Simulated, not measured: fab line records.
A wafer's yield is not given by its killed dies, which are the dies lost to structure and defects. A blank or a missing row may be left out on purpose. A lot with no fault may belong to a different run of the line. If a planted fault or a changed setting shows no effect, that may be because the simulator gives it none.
fab line records + flow berkeley_cmos170
[record]
- lots = 13
- wafers = 39
- last_day = 12
route steps=331 shown PSD@184 SDANNEAL@204 SILICIDE@211 CONTACT@235
lots that met no fault: taken from a fault-free run of the same line
start_h: hours from the record's opening day to when the first of the lot's shown wafers began + wait_h: hours since the lot's step before + " unchanged from the row above + L1.1+2: several wafers, shown together as one row + - either no value or no given start + * or withheld: withheld + < > ~ a bound
route shown NAME@n: NAME is a module with steps in the file, n the number in the route of the first one + usual: mean/standard deviation taken from wafers without a fault + same: alike in all rows + chamber/n: place in a boat + sites: each site's reading + _std_site: the values' standard deviation + _edge_site: mean of outer sites minus mean of inner sites + radius_mm: for every site, how far away it sits from the centre of the wafer + mask NAME#n: copy n + behind: the most recent tool/chamber to have shaped the wafer + hold: what put the lot on hold/how long, in hours/how the hold closed + device: the transistor (n, p or np) that didn't switch + end of line: the same wafers' tests at the end of the route + for a step that has no rows: nothing shown but its recipe + killed: at the first sort, the dies lost to defects and structure; wafer yield is something else + map: a wafer's dies, marking killed ones x, the rest . and places with no die _
set.NAME: setting as actually run; set.NAME@STEP: the setting as run at that earlier step + model.NAME: the simulator's own value behind a step, which no gauge read
steps of the route over a sample of lots; a table a step, a row a wafer
services: the hour from which a tool's chamber was out of use, counted from the record's first day as start_h (under 0 if before that day), plus the number of hours and why
[[steps]]
[step UCB170_PSD_STRIP_09]
[recipe]
- chemistry = O2
- power_w = 400
- pressure_mtorr = 3500
- platen_temp_c = withheld
- o2_flow_sccm = 400
- overash_fraction = 0.5
[usual]
- drypump_motor_current_A = 5.7/0.39
- oes_product_au = 0.600/0.0051
- strip_time_to_endpoint_s = 29.35/0.068
| lot.wafer | tool            | chamber | start_h | wait_h | drypump_motor_current_A | oes_product_au | rf_hours_counter_h | strip_time_to_endpoint_s |
|-----------|-----------------|---------|---------|--------|-------------------------|----------------|--------------------|--------------------------|
| L756.1    | plasma_asher-04 | 1       | 177.36  | 0.1    | 6.1                     | 0.594          | 40                 | 29.52                    |
| L756.2    | "               | 0       | "       | "      | 6.0                     | 0.596          | 40                 | 29.38                    |
| L756.6    | "               | 1       | "       | "      | 6.1                     | 0.610          | -                  | 29.40                    |
| L759.1    | plasma_asher-04 | 0       | 177.63  | 0.1    | 6.0                     | 0.600          | 40                 | 29.33                    |
| L759.3    | "               | 1       | "       | "      | 6.1                     | 0.593          | -                  | 29.34                    |
| L759.6    | "               | 1       | "       | "      | 6.1                     | 0.598          | -                  | 29.35                    |
| L757.2    | plasma_asher-02 | 0       | 177.80  | 0.1    | 5.3                     | 0.600          | 40                 | 29.41                    |
| L757.3    | "               | 1       | "       | "      | 6.2                     | 0.606          | -                  | 29.46                    |
| L757.5    | "               | 1       | "       | "      | 6.2                     | 0.607          | -                  | 29.46                    |
| L760.2    | plasma_asher-02 | 1       | 181.46  | 0.1    | 6.1                     | 0.611          | 41                 | 29.42                    |
| L760.4    | "               | 1       | "       | "      | 6.1                     | 0.604          | -                  | 29.36                    |
| L760.5    | "               | 1       | "       | "      | 6.1                     | 0.592          | -                  | 29.35                    |
| L763.1    | plasma_asher-02 | 1       | 199.35  | 0.1    | 6.2                     | 0.591          | 43                 | 29.34                    |
| L763.2    | "               | 0       | "       | "      | 5.2                     | 0.597          | 43                 | 29.45                    |
| L763.6    | "               | 0       | "       | "      | 5.2                     | 0.600          | -                  | 29.30                    |
| L762.1    | plasma_asher-04 | 0       | 199.49  | 0.1    | 6.0                     | 0.589          | 43                 | 29.48                    |
| L762.2    | "               | 1       | "       | "      | 6.1                     | 0.599          | 43                 | 29.36                    |
| L762.6    | "               | 1       | "       | "      | 6.1                     | 0.595          | -                  | 29.33                    |
| L764.2    | plasma_asher-03 | 1       | 199.62  | 0.1    | 5.2                     | 0.609          | 49                 | 29.29                    |
| L764.4    | "               | 1       | "       | "      | 5.2                     | 0.607          | -                  | 29.25                    |
| L764.6    | "               | 1       | "       | "      | 5.2                     | 0.598          | -                  | 29.27                    |
| L766.2    | plasma_asher-04 | 1       | 215.11  | 0.1    | 6.1                     | 0.595          | 45                 | 29.31                    |
| L766.5    | "               | 0       | "       | "      | 6.0                     | 0.600          | -                  | 29.18                    |
| L766.6    | "               | 1       | "       | "      | 6.1                     | 0.598          | -                  | 29.25                    |
| L768.2    | plasma_asher-02 | 1       | 215.38  | 0.1    | 6.2                     | 0.612          | 45                 | 29.27                    |
| L768.4    | "               | 0       | "       | "      | 5.3                     | 0.602          | -                  | 29.27                    |
| L768.5    | "               | 0       | "       | "      | 5.2                     | 0.591          | -                  | 29.23                    |
| L771.1    | plasma_asher-03 | 0       | 242.47  | 0.1    | 5.7                     | 0.592          | 54                 | 29.44                    |
| L771.2    | "               | 1       | "       | "      | 5.2                     | 0.598          | 54                 | 29.35                    |
| L771.3    | "               | 1       | "       | "      | 5.2                     | 0.600          | -                  | 29.37                    |
| L774.3    | plasma_asher-02 | 1       | 242.77  | 0.1    | 6.1                     | 0.599          | -                  | 29.46                    |
| L774.4    | "               | 0       | "       | "      | 5.2                     | 0.610          | -                  | 29.37                    |
| L774.6    | "               | 1       | "       | "      | 6.2                     | 0.597          | -                  | 29.38                    |
| L776.3    | plasma_asher-04 | 0       | 255.38  | 0.1    | 6.0                     | 0.599          | -                  | 29.36                    |
| L776.4    | "               | 1       | "       | "      | 6.1                     | 0.595          | -                  | 29.37                    |
| L776.5    | "               | 1       | "       | "      | 6.1                     | 0.593          | -                  | 29.34                    |
| L778.3    | plasma_asher-04 | 1       | 267.73  | 0.1    | 6.1                     | 0.600          | -                  | 29.31                    |
| L778.4    | "               | 0       | "       | "      | 6.0                     | 0.591          | -                  | 29.32                    |
| L778.6    | "               | 0       | "       | "      | 6.0                     | 0.600          | -                  | 29.38                    |
[step UCB170_SDANNEAL_RTA_00]
[recipe]
- temp_c = 900
- time_s = 10
- ambient = N2
[usual]
- anneal_temp_c_max = 904.7/0.93
- lamp_power_pct = 25.0/2.4
- wafer_temp_C_max = 903.4/0.75
| lot.wafer | tool          | chamber | start_h | wait_h | anneal_temp_c_max | lamp_power_pct | wafer_temp_C_max |
|-----------|---------------|---------|---------|--------|-------------------|----------------|------------------|
| L756.1    | rtp_anneal-02 | 0       | 180.52  | 0.0    | 905.8             | 22.4           | 901.6            |
| L756.2    | "             | 0       | "       | "      | 905.3             | 22.4           | 903.5            |
| L756.6    | "             | 0       | "       | "      | 904.3             | 22.4           | 904.0            |
| L759.1    | rtp_anneal-01 | 0       | 180.94  | 0.0    | 905.4             | 27.3           | 903.6            |
| L759.3    | "             | 0       | "       | "      | 904.9             | 27.3           | 902.3            |
| L759.6    | "             | 0       | "       | "      | 903.2             | 27.2           | 903.4            |
| L757.2    | rtp_anneal-01 | 0       | 181.42  | 0.0    | 905.2             | 27.2           | 903.0            |
| L757.3    | "             | 0       | "       | "      | 905.6             | 27.2           | 902.9            |
| L757.5    | "             | 0       | "       | "      | 903.1             | 27.2           | 902.7            |
| L760.2    | rtp_anneal-02 | 0       | 184.45  | 0.0    | 904.2             | 22.4           | 902.8            |
| L760.4    | "             | 0       | "       | "      | 905.6             | 22.4           | 903.4            |
| L760.5    | "             | 0       | "       | "      | 907.1             | 22.4           | 902.5            |
| L763.1    | rtp_anneal-01 | 0       | 208.52  | 0.0    | 904.5             | 27.2           | 903.6            |
| L763.2    | "             | 0       | "       | "      | 904.8             | 27.2           | 904.2            |
| L763.6    | "             | 0       | "       | "      | 904.1             | 27.3           | 903.8            |
| L764.2    | rtp_anneal-02 | 0       | 208.54  | 0.0    | 906.6             | 22.4           | 903.7            |
| L764.4    | "             | 0       | "       | "      | 905.0             | 22.4           | 904.9            |
| L764.6    | "             | 0       | "       | "      | 908.7             | 22.4           | 902.9            |
| L762.1    | rtp_anneal-01 | 0       | 209.29  | 0.0    | 904.6             | 27.2           | 903.3            |
| L762.2    | "             | 0       | "       | "      | 903.9             | 27.2           | 903.9            |
| L762.6    | "             | 0       | "       | "      | 903.8             | 27.3           | 903.7            |
| L766.2    | rtp_anneal-01 | 0       | 218.12  | 0.0    | 903.5             | 27.2           | 903.6            |
| L766.5    | "             | 0       | "       | "      | 904.7             | 27.2           | 903.2            |
| L766.6    | "             | 0       | "       | "      | 903.2             | 27.3           | 903.1            |
| L768.2    | rtp_anneal-02 | 0       | 218.27  | 0.0    | 905.7             | 22.4           | 901.8            |
| L768.4    | "             | 0       | "       | "      | 906.8             | 22.4           | 902.7            |
| L768.5    | "             | 0       | "       | "      | 904.7             | 22.4           | 904.0            |
| L771.1    | rtp_anneal-02 | 0       | 245.96  | 0.0    | 904.6             | 22.4           | 903.6            |
| L771.2    | "             | 0       | "       | "      | 906.1             | 22.4           | 902.6            |
| L771.3    | "             | 0       | "       | "      | 904.2             | 22.5           | 902.9            |
| L774.3    | rtp_anneal-02 | 0       | 246.80  | 0.0    | 904.1             | 22.4           | 904.7            |
| L774.4    | "             | 0       | "       | "      | 905.3             | 22.4           | 903.2            |
| L774.6    | "             | 0       | "       | "      | 904.6             | 22.4           | 902.6            |
| L776.3    | rtp_anneal-02 | 0       | 258.42  | 0.0    | 905.0             | 22.4           | 902.6            |
| L776.4    | "             | 0       | "       | "      | 903.4             | 22.4           | 903.2            |
| L776.5    | "             | 0       | "       | "      | 905.9             | 22.4           | 903.4            |
| L778.3    | rtp_anneal-02 | 0       | 271.63  | 0.0    | 905.5             | 22.4           | 902.5            |
| L778.4    | "             | 0       | "       | "      | 903.6             | 22.4           | 902.6            |
| L778.6    | "             | 0       | "       | "      | 905.3             | 22.4           | 903.8            |
[step UCB170_SILICIDE_SPUTTER_01]
[recipe]
- material = Ti
- target_thk_nm = 30
- time_s = 25
- power_w = 1500
- chamber_pressure_pa = 0.5
[usual]
- throttle_valve_pct = 30.7/1.5
| lot.wafer | tool           | chamber | start_h | wait_h | throttle_valve_pct |
|-----------|----------------|---------|---------|--------|--------------------|
| L756.1    | pvd_sputter-03 | -       | 181.20  | 0.0    | 30.3               |
| L756.2    | "              | -       | "       | "      | 30.5               |
| L756.6    | "              | -       | "       | "      | 30.6               |
| L759.1    | pvd_sputter-03 | -       | 181.61  | 0.0    | 28.8               |
| L759.3    | "              | -       | "       | "      | 32.1               |
| L759.6    | "              | -       | "       | "      | 30.4               |
| L757.2    | pvd_sputter-03 | -       | 182.08  | 0.0    | 30.2               |
| L757.3    | "              | -       | "       | "      | 28.8               |
| L757.5    | "              | -       | "       | "      | 28.9               |
| L760.2    | pvd_sputter-03 | -       | 185.11  | 0.0    | 32.2               |
| L760.4    | "              | -       | "       | "      | 28.5               |
| L760.5    | "              | -       | "       | "      | 29.1               |
| L763.1    | pvd_sputter-02 | -       | 209.20  | 0.0    | 29.6               |
| L763.2    | "              | -       | "       | "      | 29.7               |
| L763.6    | "              | -       | "       | "      | 31.2               |
| L764.2    | pvd_sputter-01 | -       | 209.20  | 0.0    | 31.2               |
| L764.4    | "              | -       | "       | "      | 34.1               |
| L764.6    | "              | -       | "       | "      | 31.2               |
| L762.1    | pvd_sputter-03 | -       | 209.96  | 0.0    | 30.2               |
| L762.2    | "              | -       | "       | "      | 32.2               |
| L762.6    | "              | -       | "       | "      | 30.2               |
| L766.2    | pvd_sputter-02 | -       | 218.78  | 0.0    | 31.9               |
| L766.5    | "              | -       | "       | "      | 31.4               |
| L766.6    | "              | -       | "       | "      | 29.8               |
| L768.2    | pvd_sputter-01 | -       | 218.93  | 0.0    | 31.2               |
| L768.4    | "              | -       | "       | "      | 28.4               |
| L768.5    | "              | -       | "       | "      | 31.0               |
| L771.1    | pvd_sputter-03 | -       | 246.63  | 0.0    | 32.0               |
| L771.2    | "              | -       | "       | "      | 30.3               |
| L771.3    | "              | -       | "       | "      | 30.6               |
| L774.3    | pvd_sputter-01 | -       | 247.45  | 0.0    | 29.8               |
| L774.4    | "              | -       | "       | "      | 31.2               |
| L774.6    | "              | -       | "       | "      | 28.0               |
| L776.3    | pvd_sputter-02 | -       | 259.07  | 0.0    | 31.5               |
| L776.4    | "              | -       | "       | "      | 29.7               |
| L776.5    | "              | -       | "       | "      | 31.3               |
| L778.3    | pvd_sputter-02 | -       | 272.40  | 0.0    | 29.7               |
| L778.4    | "              | -       | "       | "      | 31.9               |
| L778.6    | "              | -       | "       | "      | 29.8               |
[step UCB170_SILICIDE_RS_MEAS_02]
[recipe]
- thk_meas_gauge = four-point-probe
- reads = Ti_of_SILICIDE_SPUTTER_01
[usual]
- SILICIDE_TI_RS = 26.1/0.49
| lot.wafer | tool          | chamber | start_h | wait_h | SILICIDE_TI_RS[ohm/sq] |
|-----------|---------------|---------|---------|--------|------------------------|
| L756.1    | film_metro-03 | -       | 181.23  | 0.0    | 26.1                   |
| L756.2    | "             | -       | "       | "      | 26.2                   |
| L756.6    | "             | -       | "       | "      | 26.0                   |
| L759.1    | film_metro-04 | -       | 181.64  | 0.0    | 26.8                   |
| L759.3    | "             | -       | "       | "      | 26.2                   |
| L759.6    | "             | -       | "       | "      | 26.2                   |
| L757.2    | film_metro-04 | -       | 182.13  | 0.0    | 25.8                   |
| L757.3    | "             | -       | "       | "      | 26.3                   |
| L757.5    | "             | -       | "       | "      | 26.8                   |
| L760.2    | film_metro-04 | -       | 185.16  | 0.0    | 26.3                   |
| L760.4    | "             | -       | "       | "      | 27.1                   |
| L760.5    | "             | -       | "       | "      | 27.0                   |
| L763.1    | film_metro-03 | -       | 209.23  | 0.0    | 26.2                   |
| L763.2    | "             | -       | "       | "      | 25.9                   |
| L763.6    | "             | -       | "       | "      | 25.4                   |
| L764.2    | film_metro-02 | -       | 209.25  | 0.0    | 26.0                   |
| L764.4    | "             | -       | "       | "      | 25.7                   |
| L764.6    | "             | -       | "       | "      | 26.3                   |
| L762.1    | film_metro-02 | -       | 209.99  | 0.0    | 25.3                   |
| L762.2    | "             | -       | "       | "      | 25.3                   |
| L762.6    | "             | -       | "       | "      | 25.4                   |
| L766.2    | film_metro-04 | -       | 218.83  | 0.0    | 25.8                   |
| L766.5    | "             | -       | "       | "      | 25.9                   |
| L766.6    | "             | -       | "       | "      | 26.8                   |
| L768.2    | film_metro-03 | -       | 218.98  | 0.0    | 25.9                   |
| L768.4    | "             | -       | "       | "      | 25.6                   |
| L768.5    | "             | -       | "       | "      | 26.0                   |
| L771.1    | film_metro-04 | -       | 246.66  | 0.0    | 26.1                   |
| L771.2    | "             | -       | "       | "      | 26.3                   |
| L771.3    | "             | -       | "       | "      | 44.1                   |
| L774.3    | film_metro-04 | -       | 247.52  | 0.1    | 26.3                   |
| L774.4    | "             | -       | "       | "      | 26.0                   |
| L774.6    | "             | -       | "       | "      | 25.9                   |
| L776.3    | film_metro-02 | -       | 259.14  | 0.1    | 26.3                   |
| L776.4    | "             | -       | "       | "      | 27.1                   |
| L776.5    | "             | -       | "       | "      | 26.3                   |
| L778.3    | film_metro-03 | -       | 272.47  | 0.1    | 26.9                   |
| L778.4    | "             | -       | "       | "      | 25.8                   |
| L778.6    | "             | -       | "       | "      | 26.9                   |
[step UCB170_SILICIDE_THK_MEAS_03]
[recipe]
- thk_meas_gauge = xrf
- reads = Ti_of_SILICIDE_SPUTTER_01
[usual]
- SILICIDE_TI_THK = 29.8/0.52
| lot.wafer | tool          | chamber | start_h | wait_h | SILICIDE_TI_THK[nm] |
|-----------|---------------|---------|---------|--------|---------------------|
| L756.1    | film_metro-03 | -       | 181.35  | 0.1    | 30.0                |
| L756.2    | "             | -       | "       | "      | 29.9                |
| L756.6    | "             | -       | "       | "      | 30.1                |
| L759.1    | film_metro-04 | -       | 181.76  | 0.1    | 28.9                |
| L759.3    | "             | -       | "       | "      | 29.6                |
| L759.6    | "             | -       | "       | "      | 29.6                |
| L757.2    | film_metro-04 | -       | 182.24  | 0.1    | 30.0                |
| L757.3    | "             | -       | "       | "      | 29.5                |
| L757.5    | "             | -       | "       | "      | 29.1                |
| L760.2    | film_metro-04 | -       | 185.27  | 0.1    | 29.5                |
| L760.4    | "             | -       | "       | "      | 28.8                |
| L760.5    | "             | -       | "       | "      | 28.9                |
| L763.1    | film_metro-03 | -       | 209.35  | 0.1    | 30.0                |
| L763.2    | "             | -       | "       | "      | 30.2                |
| L763.6    | "             | -       | "       | "      | 30.8                |
| L764.2    | film_metro-02 | -       | 209.36  | 0.1    | 29.7                |
| L764.4    | "             | -       | "       | "      | 30.0                |
| L764.6    | "             | -       | "       | "      | 29.4                |
| L762.1    | film_metro-02 | -       | 210.11  | 0.1    | 30.4                |
| L762.2    | "             | -       | "       | "      | 30.5                |
| L762.6    | "             | -       | "       | "      | 30.5                |
| L766.2    | film_metro-04 | -       | 218.94  | 0.1    | 29.9                |
| L766.5    | "             | -       | "       | "      | 29.6                |
| L766.6    | "             | -       | "       | "      | 29.1                |
| L768.2    | film_metro-03 | -       | 219.09  | 0.1    | 30.5                |
| L768.4    | "             | -       | "       | "      | 30.7                |
| L768.5    | "             | -       | "       | "      | 30.2                |
| L771.1    | film_metro-04 | -       | 246.78  | 0.1    | 29.7                |
| L771.2    | "             | -       | "       | "      | 29.5                |
| L771.3    | "             | -       | "       | "      | 19.1                |
| L774.3    | film_metro-04 | -       | 247.62  | 0.1    | 29.7                |
| L774.4    | "             | -       | "       | "      | 29.8                |
| L774.6    | "             | -       | "       | "      | 30.0                |
| L776.3    | film_metro-02 | -       | 259.24  | 0.1    | 29.3                |
| L776.4    | "             | -       | "       | "      | 28.6                |
| L776.5    | "             | -       | "       | "      | 29.4                |
| L778.3    | film_metro-03 | -       | 272.57  | 0.1    | 29.4                |
| L778.4    | "             | -       | "       | "      | 30.4                |
| L778.6    | "             | -       | "       | "      | 29.5                |
[step UCB170_CONTACT_STRIP_19]
[recipe]
- chemistry = O2
- power_w = 400
- pressure_mtorr = 3500
- platen_temp_c = withheld
- o2_flow_sccm = 400
- overash_fraction = 0.5
[usual]
- drypump_motor_current_A = 5.6/0.37
- oes_product_au = 0.725/0.0047
| lot.wafer | tool            | chamber | start_h | wait_h | drypump_motor_current_A | oes_product_au | rf_hours_counter_h |
|-----------|-----------------|---------|---------|--------|-------------------------|----------------|--------------------|
| L756.1    | plasma_asher-01 | 0       | 185.49  | -      | 5.7                     | 0.728          | 9                  |
| L756.2    | "               | 1       | "       | "      | 5.1                     | 0.729          | 9                  |
| L756.6    | "               | 1       | "       | "      | 5.1                     | 0.725          | -                  |
| L759.1    | plasma_asher-01 | 0       | 186.07  | -      | 5.7                     | 0.722          | 9                  |
| L759.3    | "               | 0       | "       | "      | 5.7                     | 0.725          | -                  |
| L759.6    | "               | 0       | "       | "      | 5.7                     | 0.722          | -                  |
| L757.2    | plasma_asher-04 | 0       | 187.90  | -      | 6.0                     | 0.722          | 42                 |
| L757.3    | "               | 1       | "       | "      | 6.1                     | 0.728          | -                  |
| L757.5    | "               | 1       | "       | "      | 6.1                     | 0.726          | -                  |
| L760.2    | plasma_asher-04 | 1       | 190.49  | -      | 6.1                     | 0.723          | 42                 |
| L760.4    | "               | 0       | "       | "      | 6.0                     | 0.730          | -                  |
| L760.5    | "               | 1       | "       | "      | 6.1                     | 0.720          | -                  |
| L764.2    | plasma_asher-01 | 1       | 213.50  | -      | 5.1                     | 0.730          | 13                 |
| L764.4    | "               | 1       | "       | "      | 5.1                     | 0.733          | -                  |
| L764.6    | "               | 1       | "       | "      | 5.1                     | 0.724          | -                  |
| L763.1    | plasma_asher-01 | 1       | 215.40  | -      | 5.1                     | 0.728          | 13                 |
| L763.2    | "               | 0       | "       | "      | 5.7                     | 0.728          | 13                 |
| L763.6    | "               | 0       | "       | "      | 5.7                     | 0.730          | -                  |
| L762.1    | plasma_asher-04 | 0       | 215.67  | -      | 6.0                     | 0.714          | 45                 |
| L762.2    | "               | 1       | "       | "      | 6.1                     | 0.728          | 45                 |
| L762.6    | "               | 1       | "       | "      | 6.1                     | 0.731          | -                  |
| L766.2    | plasma_asher-04 | 0       | 228.29  | -      | 6.0                     | 0.717          | 47                 |
| L766.5    | "               | 0       | "       | "      | 6.0                     | 0.727          | -                  |
| L766.6    | "               | 1       | "       | "      | 6.1                     | 0.725          | -                  |
| L768.2    | plasma_asher-03 | 0       | 228.53  | -      | 5.7                     | 0.723          | 53                 |
| L768.4    | "               | 1       | "       | "      | 5.2                     | 0.725          | -                  |
| L768.5    | "               | 0       | "       | "      | 5.7                     | 0.724          | -                  |
| L771.1    | plasma_asher-03 | 1       | 251.22  | -      | 5.2                     | 0.731          | 56                 |
| L771.2    | "               | 0       | "       | "      | 5.7                     | 0.724          | 56                 |
| L771.3    | "               | 0       | "       | "      | 5.7                     | 0.714          | -                  |
| L774.3    | plasma_asher-03 | 0       | 253.30  | -      | 5.7                     | 0.728          | -                  |
| L774.4    | "               | 1       | "       | "      | 5.2                     | 0.728          | -                  |
| L774.6    | "               | 1       | "       | "      | 5.2                     | 0.730          | -                  |
| L776.3    | plasma_asher-03 | 1       | 263.81  | -      | 5.2                     | 0.720          | -                  |
| L776.4    | "               | 0       | "       | "      | 5.7                     | 0.725          | -                  |
| L776.5    | "               | 0       | "       | "      | 5.7                     | 0.727          | -                  |
| L778.3    | plasma_asher-04 | 0       | 278.25  | -      | 6.0                     | 0.723          | -                  |
| L778.4    | "               | 1       | "       | "      | 6.1                     | 0.732          | -                  |
| L778.6    | "               | 1       | "       | "      | 6.1                     | 0.726          | -                  |
[[services]]
| tool            | chamber | start_h | hours | kind   |
|-----------------|---------|---------|-------|--------|
| plasma_asher-04 | -       | 159.68  | 0.6   | repair |
| pvd_sputter-01  | -       | 173.82  | 9.3   | repair |
| pvd_sputter-02  | -       | 186.26  | 0.7   | repair |
| plasma_asher-02 | -       | 216.29  | 3.6   | repair |
| pvd_sputter-02  | -       | 222.10  | 4.0   | repair |
| rtp_anneal-02   | -       | 223.95  | 0.9   | pm     |
| pvd_sputter-02  | -       | 232.43  | 10.7  | repair |
| pvd_sputter-02  | -       | 244.52  | 10.0  | repair |
| pvd_sputter-03  | -       | 247.07  | 1.1   | repair |
| pvd_sputter-02  | -       | 259.27  | 8.2   | repair |
| pvd_sputter-03  | -       | 266.48  | 7.9   | repair |
[[key]]
[first_sign]
- step = UCB170_SILICIDE_RS_MEAS_02
- reading = SILICIDE_TI_RS
- direction = up
- sigmas = 37
- usual = 26.1
- struck = 44.1
[effect]
- step = UCB170_SILICIDE_THK_MEAS_03
- reading = SILICIDE_TI_THK
- direction = down
- sigmas = 20
- usual = 29.8
- struck = 19.1
met_at UCB170_SILICIDE_SPUTTER_01
struck_lots L771
struck_wafers L771.3
tester_left_out L771
not_acting_at UCB170_PSD_STRIP_09,UCB170_SDANNEAL_RTA_00,UCB170_CONTACT_STRIP_19
onset_between 209.96 246.63
[fault]
- kind = process_parameter_drift
- tool = pvd_sputter-03
- chamber = -
- onset_h = 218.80
- steps = UCB170_SILICIDE_SPUTTER_01
- channel = target_thk_nm
- offset = -10.47
- shape = step
- end_h = 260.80
- acts_in = these_recipes_only
- stated = 30
- scope = struck_wafers_only
// tester_left_out: of these lots the tester's yield and bins aren't shown, on N5 and GAA mostly nor the transistor test; their killed dies are dies lost to structure and defects alone, not to doping, threshold or leakage, so they don't give the yield
